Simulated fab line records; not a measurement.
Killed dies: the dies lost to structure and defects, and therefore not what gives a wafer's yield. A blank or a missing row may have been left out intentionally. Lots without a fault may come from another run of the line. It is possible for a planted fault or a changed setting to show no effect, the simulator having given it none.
fab line records + flow berkeleyCmos170
record
- lots=6
- wafers=18
- lastDay=13
route steps=331 shown ZERO@12 NWELL@14
lots that met no fault: from a run of the same line without faults
startH: the number of hours between the record's first day and the start of the first shown wafer of the lot + waitH: time in hours since the lot's previous step + " unchanged from the row above + L1.1+2: several wafers, shown together as one row + - no value, or no start given + * or withheld: withheld + < > ~ a bound
route shown NAME@n: NAME is a module with steps in the file, n the number in the route of the first one + usual: mean/standard deviation taken from wafers without a fault + same: alike in all rows + chamber/n: place in a boat + sites: the reading at each site + _std_site: the values' standard deviation + _edge_site: the outer-site mean with the inner-site mean subtracted + radiusMm: how far each site lies from the wafer's centre + mask NAME#n: copy n + behind: the tool/chamber that last shaped the wafer + hold: what put the lot on hold/how long, in hours/how the hold closed + device: which transistor (n, p or np) failed to switch + end of line: the route-end tests of the same wafers + for a step that has no rows: nothing shown but its recipe + killed: the dies lost at the first sort to structure and to defects; this is not the yield of the wafer + map: a wafer's dies, x killed, . not, _ none there
set.NAME: the run value of the setting; set.NAME@STEP: its run value at that earlier step + model.NAME: the simulator's own value behind a step, which no gauge read
lots at selected steps of the route; one table per step, one row per wafer
services: when a tool's chamber went out of use (startH, in hours from the record's first day, below 0 if earlier), for how many hours, and the reason
## steps
# step UCB170_ZERO_ETCH_06
# recipe
- chemistry=CHF3/CF4/Ar
- target=SiO2
- timeS=12
- pressureMtorr=100
- rfW=500
- CHF3_flow_sccm=50
- cf4FlowSccm=10
- Ar_flow_sccm=120
- overEtchFrac=1.58
# usual
- drypumpMotorCurrentA=5.7/0.57
- oesProductAu=0.621/0.0092
- throttleValvePct=9.25/0.18
| lot.wafer | tool       | chamber | startH | waitH | drypumpMotorCurrentA | oesProductAu | rfHoursCounterH | throttleValvePct |
|-----------|------------|---------|--------|-------|----------------------|--------------|-----------------|------------------|
| L508.1    | rieDiel-03 | 1       | 42.37  | -     | 5.2                  | 0.629        | 68              | 9.52             |
| L508.5    | "          | 1       | "      | "     | 5.2                  | 0.624        | -               | 9.51             |
| L508.6    | "          | 0       | "      | "     | 6.6                  | 0.630        | -               | 9.10             |
| L509.1    | rieDiel-01 | 2       | 48.96  | -     | 5.6                  | 0.613        | 9               | 9.24             |
| L509.3    | "          | 0       | "      | "     | 6.4                  | 0.610        | 134             | 9.10             |
| L509.5    | "          | 2       | "      | "     | 5.7                  | 0.615        | -               | 9.24             |
| L516.2    | rieDiel-03 | 3       | 90.46  | -     | 5.6                  | 0.604        | 163             | 8.98             |
| L516.5    | "          | 3       | "      | "     | 5.7                  | 0.608        | -               | 8.96             |
| L516.6    | "          | 2       | "      | "     | 6.2                  | 0.624        | -               | 9.39             |
| L519.1    | rieDiel-03 | 1       | 98.11  | -     | 5.2                  | 0.632        | 69              | 9.51             |
| L519.4    | "          | 0       | "      | "     | 6.6                  | 0.627        | 31              | 9.09             |
| L519.6    | "          | 2       | "      | "     | 6.2                  | 0.623        | -               | 9.38             |
| L522.2    | rieDiel-04 | 3       | 109.79 | -     | 5.5                  | 0.633        | 87              | 9.04             |
| L522.3    | "          | 0       | "      | "     | 5.1                  | 0.630        | 12              | 9.30             |
| L522.6    | "          | 1       | "      | "     | 6.6                  | 0.618        | -               | 9.18             |
| L525.1    | rieDiel-04 | 1       | 126.76 | -     | 6.7                  | 0.617        | 57              | 9.19             |
| L525.4    | "          | 0       | "      | "     | 5.1                  | 0.627        | 12              | 9.29             |
| L525.6    | "          | 1       | "      | "     | 6.7                  | 0.620        | -               | 9.18             |
# step UCB170_ZERO_STRIP_07
# recipe
- chemistry=O2
- powerW=400
- pressureMtorr=3500
- platenTempC=withheld
- o2FlowSccm=400
- overashFraction=0.5
# usual
- drypumpMotorCurrentA=5.6/0.44
- oesProductAu=0.727/0.0045
- stripTimeToEndpointS=21.51/0.06
| lot.wafer | tool           | chamber | startH | waitH | drypumpMotorCurrentA | oesProductAu | rfHoursCounterH | stripTimeToEndpointS |
|-----------|----------------|---------|--------|-------|----------------------|--------------|-----------------|----------------------|
| L508.1    | plasmaAsher-01 | 0       | 42.39  | 0.0   | 6.2                  | 0.739        | 32              | 21.52                |
| L508.5    | "              | 0       | "      | "     | 6.2                  | 0.728        | -               | 21.43                |
| L508.6    | "              | 1       | "      | "     | 5.6                  | 0.726        | -               | 21.55                |
| L509.1    | plasmaAsher-04 | 0       | 48.98  | 0.0   | 5.1                  | 0.734        | 29              | 21.48                |
| L509.3    | "              | 0       | "      | "     | 5.1                  | 0.726        | -               | 21.48                |
| L509.5    | "              | 1       | "      | "     | 5.9                  | 0.726        | -               | 21.51                |
| L516.2    | plasmaAsher-04 | 0       | 90.49  | 0.0   | 5.1                  | 0.726        | 32              | 21.52                |
| L516.5    | "              | 1       | "      | "     | 6.0                  | 0.724        | -               | 21.55                |
| L516.6    | "              | 0       | "      | "     | 5.1                  | 0.724        | -               | 21.54                |
| L519.1    | plasmaAsher-01 | 1       | 98.14  | 0.0   | 5.6                  | 0.725        | 37              | 21.50                |
| L519.4    | "              | 0       | "      | "     | 6.2                  | 0.731        | -               | 21.43                |
| L519.6    | "              | 0       | "      | "     | 6.2                  | 0.723        | -               | 21.49                |
| L522.2    | plasmaAsher-02 | 0       | 109.82 | 0.0   | 5.5                  | 0.731        | 36              | 21.52                |
| L522.3    | "              | 0       | "      | "     | 5.5                  | 0.725        | -               | 21.54                |
| L522.6    | "              | 0       | "      | "     | 5.5                  | 0.720        | -               | 21.53                |
| L525.1    | plasmaAsher-02 | 0       | 126.79 | 0.0   | 5.5                  | 0.734        | 38              | 21.53                |
| L525.4    | "              | 1       | "      | "     | 5.0                  | 0.723        | -               | 21.45                |
| L525.6    | "              | 1       | "      | "     | 5.0                  | 0.727        | -               | 21.56                |
# step UCB170_NWELL_WET_ETCH_00
# recipe
- chemistry=dHF
- dilution=25:1
- target=SiO2
- tempC=25
- timeS=200
# step UCB170_NWELL_OXIDATION_01
# recipe
- tempC=1000
- ambient=O2
- targetThkA=264
- oxTimeS=1260
# step UCB170_NWELL_THK_MEAS_02
# recipe
- reads=SiO2_of_NWELL_OXIDATION_01
# usual
- NWELL_OXIDE_THK=26.6/0.49
| lot.wafer | tool         | chamber | startH | waitH | NWELL_OXIDE_THK[nm] |
|-----------|--------------|---------|--------|-------|---------------------|
| L508.1    | filmMetro-03 | -       | 48.79  | 0.0   | 26.0                |
| L508.5    | "            | -       | "      | "     | 26.1                |
| L508.6    | "            | -       | "      | "     | 25.9                |
| L509.1    | filmMetro-03 | -       | 53.14  | 0.0   | 26.3                |
| L509.3    | "            | -       | "      | "     | 26.2                |
| L509.5    | "            | -       | "      | "     | 26.3                |
| L516.2    | filmMetro-04 | -       | 95.26  | 0.0   | 27.1                |
| L516.5    | "            | -       | "      | "     | 26.8                |
| L516.6    | "            | -       | "      | "     | 26.9                |
| L519.1    | filmMetro-03 | -       | 102.09 | 0.0   | 25.9                |
| L519.4    | "            | -       | "      | "     | 26.0                |
| L519.6    | "            | -       | "      | "     | 25.6                |
| L522.2    | filmMetro-04 | -       | 112.82 | 0.0   | 26.3                |
| L522.3    | "            | -       | "      | "     | 26.1                |
| L522.6    | "            | -       | "      | "     | 26.6                |
| L525.1    | filmMetro-02 | -       | 132.16 | 0.0   | 27.0                |
| L525.4    | "            | -       | "      | "     | 26.6                |
| L525.6    | "            | -       | "      | "     | 26.7                |
# step UCB170_NWELL_ANNEAL_03
# recipe
- tempC=1000
- timeS=900
- ambient=N2
# step UCB170_NWELL_CVD_04
# recipe
- material=Si3N4
- targetThkNm=224
- tempC=800
- precursor=SiH2Cl2/NH3
- timeS=3360
- pressureMtorr=200
- sih2cl2FlowSccm=25
- nh3FlowSccm=75
# step UCB170_NWELL_THK_MEAS_05
# recipe
- reads=Si3N4_of_NWELL_CVD_04
# usual
- NWELL_NITRIDE_THK=223.1/2.2
| lot.wafer | tool         | chamber | startH | waitH | NWELL_NITRIDE_THK[nm] |
|-----------|--------------|---------|--------|-------|-----------------------|
| L508.1    | filmMetro-02 | -       | 54.49  | 0.0   | 224.2                 |
| L508.5    | "            | -       | "      | "     | 225.3                 |
| L508.6    | "            | -       | "      | "     | 225.1                 |
| L509.1    | filmMetro-02 | -       | 61.39  | 0.0   | 225.0                 |
| L509.3    | "            | -       | "      | "     | 224.3                 |
| L509.5    | "            | -       | "      | "     | 223.3                 |
| L516.2    | filmMetro-04 | -       | 101.18 | 0.0   | 223.5                 |
| L516.5    | "            | -       | "      | "     | 222.3                 |
| L516.6    | "            | -       | "      | "     | 222.8                 |
| L519.1    | filmMetro-03 | -       | 106.79 | 0.0   | 218.8                 |
| L519.4    | "            | -       | "      | "     | 220.1                 |
| L519.6    | "            | -       | "      | "     | 217.4                 |
| L522.2    | filmMetro-04 | -       | 120.28 | 0.0   | 225.0                 |
| L522.3    | "            | -       | "      | "     | 223.7                 |
| L522.6    | "            | -       | "      | "     | 224.9                 |
| L525.1    | filmMetro-02 | -       | 141.07 | 0.0   | 225.4                 |
| L525.4    | "            | -       | "      | "     | 224.3                 |
| L525.6    | "            | -       | "      | "     | 226.0                 |
# step UCB170_NWELL_HMDS_06
# recipe
- primeTimeS=60
- primeTempC=100
# step UCB170_NWELL_COAT_07
# recipe
- resist=KrF
- spinRpm=1500
- resistThkNm=900
# step UCB170_NWELL_SOFTBAKE_08
# recipe
- resist=KrF
- tempC=130
- timeS=60
# step UCB170_NWELL_EXPOSE_09
# recipe
- maskId=NWELL
- targetCdNm=3000
- na=0.5
- sigmaOuter=0.6
- sourceShape=conventional
- doseMj=25
# step UCB170_NWELL_PEB_10
# recipe
- pebTempC=130
- pebTimeS=withheld
- resist=KrF
# usual
- chillPlateTempC=23.00/0.12
- exhaustPa=44.8/1.1
| lot.wafer | tool          | chamber | startH | waitH | chillPlateTempC | exhaustPa |
|-----------|---------------|---------|--------|-------|-----------------|-----------|
| L508.1    | lithoTrack-04 | 0       | 55.24  | 0.1   | 22.92           | 45.1      |
| L508.5    | "             | 0       | "      | "     | 23.02           | 45.0      |
| L508.6    | "             | 0       | "      | "     | 23.10           | 45.8      |
| L509.1    | lithoTrack-02 | 0       | 62.25  | 0.1   | 23.09           | 43.2      |
| L509.3    | "             | 0       | "      | "     | 23.27           | 44.3      |
| L509.5    | "             | 0       | "      | "     | 23.14           | 44.9      |
| L516.2    | lithoTrack-04 | -       | 102.59 | 0.1   | -               | -         |
| L516.5    | "             | -       | "      | "     | -               | -         |
| L516.6    | "             | -       | "      | "     | -               | -         |
| L519.1    | lithoTrack-04 | -       | 108.16 | 0.4   | -               | -         |
| L519.4    | "             | -       | "      | "     | -               | -         |
| L519.6    | "             | -       | "      | "     | -               | -         |
| L522.2    | lithoTrack-01 | 0       | 121.75 | 0.3   | 23.07           | 46.1      |
| L522.3    | "             | 0       | "      | "     | 23.16           | 45.6      |
| L522.6    | "             | 0       | "      | "     | 23.04           | 43.7      |
| L525.1    | lithoTrack-01 | 0       | 142.68 | 0.7   | 23.16           | 44.9      |
| L525.4    | "             | 0       | "      | "     | 23.09           | 45.8      |
| L525.6    | "             | 0       | "      | "     | 23.15           | 45.2      |
# step UCB170_NWELL_DEVELOP_11
# recipe
- developer=TMAH
- developTimeS=45
- resist=KrF
- devTempC=21
## services
| tool           | chamber | startH | hours | kind          |
|----------------|---------|--------|-------|---------------|
| plasmaAsher-02 | -       | 27.63  | 1.7   | repair        |
| rieDiel-01     | 1       | 31.77  | 27.0  | repair        |
| plasmaAsher-02 | -       | 59.71  | 1.2   | repair        |
| rieDiel-04     | 3       | 69.13  | 9.5   | repair        |
| plasmaAsher-02 | -       | 73.95  | 2.8   | pm            |
| rieDiel-01     | 0       | 73.96  | 7.8   | repair        |
| rieDiel-04     | 3       | 85.34  | 10.5  | repair        |
| rieDiel-03     | 3       | 102.49 | -     | clean         |
| rieDiel-03     | 3       | 102.49 | 17.0  | scheduledDown |
| rieDiel-03     | 3       | 102.49 | 17.0  | ventCycle     |
| plasmaAsher-01 | -       | 104.20 | 0.8   | repair        |
| rieDiel-01     | 0       | 104.42 | 2.1   | repair        |
| plasmaAsher-01 | -       | 108.75 | 9.0   | pm            |
| plasmaAsher-01 | 0       | 108.75 | 9.0   | ventCycle     |
| plasmaAsher-01 | 1       | 108.75 | 9.0   | ventCycle     |
| rieDiel-03     | 2       | 115.08 | 1.6   | repair        |
| plasmaAsher-01 | 0       | 117.75 | -     | clean         |
| plasmaAsher-01 | 1       | 117.75 | -     | clean         |
| rieDiel-03     | 1       | 135.08 | 8.2   | repair        |
## key
firstSign
- step=UCB170_NWELL_PEB_10
- reading=toolRecord
- direction=missing
effect none on later readings
metAt UCB170_NWELL_PEB_10
struckWafers L516.2,L516.5,L516.6,L519.1,L519.4,L519.6
laterRowsLeftOut L516.2,L516.5,L516.6,L519.1,L519.4,L519.6
sortLeftOut L516.2,L516.5,L516.6,L519.1,L519.4,L519.6
testerLeftOut L516,L519
onsetBetween 55.24 102.59
fault
- kind=skippedStepWhole
- tool=lithoTrack-04
- chamber=-
- onsetH=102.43
- steps=UCB170_NWELL_PEB_10
- scope=struckLotsOnly
# testerLeftOut: of these lots the tester's yield and bins aren't shown, on N5 and GAA mostly nor the transistor test; their killed dies are dies lost to structure and defects alone, not to doping, threshold or leakage, so they don't give the yield
# sortLeftOut: the simulated sort isn't trusted on such a fault, so these wafers' sort isn't shown, and their yield isn't known
# laterRowsLeftOut: the simulator's readings of these wafers behind a module that went badly wrong aren't trusted and aren't shown, but for the sort
